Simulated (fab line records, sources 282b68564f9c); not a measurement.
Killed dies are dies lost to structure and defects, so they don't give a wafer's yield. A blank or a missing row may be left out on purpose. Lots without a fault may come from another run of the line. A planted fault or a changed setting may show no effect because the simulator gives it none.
Which tool did it? | flow rit_cmos | 11 lots, 33 wafers sampled, at 2 steps of a route of 202

WHAT THE GAUGES READ, wafer by wafer
RIT_NSD_OVL_MEAS_06.
lot  | measured    | on         | NSD_OVL (nm)
L357 | day 2 23:52 | overlay-02 | -1.0 -1.6 -2.3
L358 | day 3 08:59 | overlay-02 | -3.9 1.2 -0.5
L359 | day 3 13:39 | overlay-02 | -0.6 -0.3 -0.5
L360 | day 3 16:59 | overlay-02 | 0.6 0.7 0.0
L365 | day 4 16:34 | overlay-02 | - - - - - -
L369 | day 5 11:46 | overlay-02 | - - - - - -
L373 | day 6 08:38 | overlay-01 | 2.2 1.2 1.9
L374 | day 6 11:54 | overlay-02 | 0.0 -0.3 -0.4
L375 | day 6 16:16 | overlay-02 | 0.4 0.7 1.8
L377 | day 7 04:04 | overlay-01 | 2.6 1.8 2.4
L379 | day 7 13:25 | overlay-01 | 0.4 -0.3 1.2

WHICH TOOL RAN EACH LOT (tool, then ch and the chambers of the sampled wafers, then the start)
lot  | RIT_NSD_EXPOSE_03
L357 | iline_stepper-02 ch 0, day 2 23:28
L358 | iline_stepper-02 ch 0, day 3 08:28
L359 | iline_stepper-01 ch 0, day 3 13:17
L360 | iline_stepper-01 ch 0, day 3 16:36
L365 | iline_stepper-02 ch 0, day 4 16:02
L369 | iline_stepper-02 ch 0, day 5 11:22
L373 | iline_stepper-01 ch 0, day 6 08:14
L374 | iline_stepper-01 ch 0, day 6 11:31
L375 | iline_stepper-01 ch 0, day 6 15:52
L377 | iline_stepper-01 ch 0, day 7 03:41
L379 | iline_stepper-01 ch 0, day 7 13:01
- RIT_NSD_EXPOSE_03: exposes mask M9, target cd 40700 nm.

THE ANSWER, worked out from the rows above alone
Rule: what is usual is taken from the lots themselves. Put in order of their means at a reading, lots are off if they are a third of the lots or fewer, leave a main group of 4 or more, and stand apart from it by a gap of 3 or more times the standard deviation of the main group's means; of several such gaps the widest counts. A main group whose means are all the same, to the digits that the tables above print for the reading, isn't used. A lot without any number at a reading at which 4 lots or more have one is off too. The other lots that the step has rows for count as sound.
Off: L365, L369, at RIT_NSD_OVL_MEAS_06 (NSD_OVL). Without a number there: L365, L369. The main group: mean 0.3 nm, standard deviation 1.2.
A tool fits if, at a process step before that reading, it ran every lot that is off, and no sound lot after the first of them. The gauges at RIT_NSD_OVL_MEAS_06 are tried like those tools. One fits: iline_stepper-02 at RIT_NSD_EXPOSE_03. Its last sound lot is L358 (day 3 08:28), its first lot that is off L365 (day 4 16:02): a fault that began between those two fits.

WHAT THE SIMULATOR HAD PUT IN
Scanner matching overlay: iline_stepper-02, from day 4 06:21 on, at RIT_NSD_EXPOSE_03. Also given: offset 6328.
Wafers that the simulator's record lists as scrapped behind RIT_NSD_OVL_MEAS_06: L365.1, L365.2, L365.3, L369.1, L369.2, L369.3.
Lots struck among those shown: L365, L369. The rule above found the same.
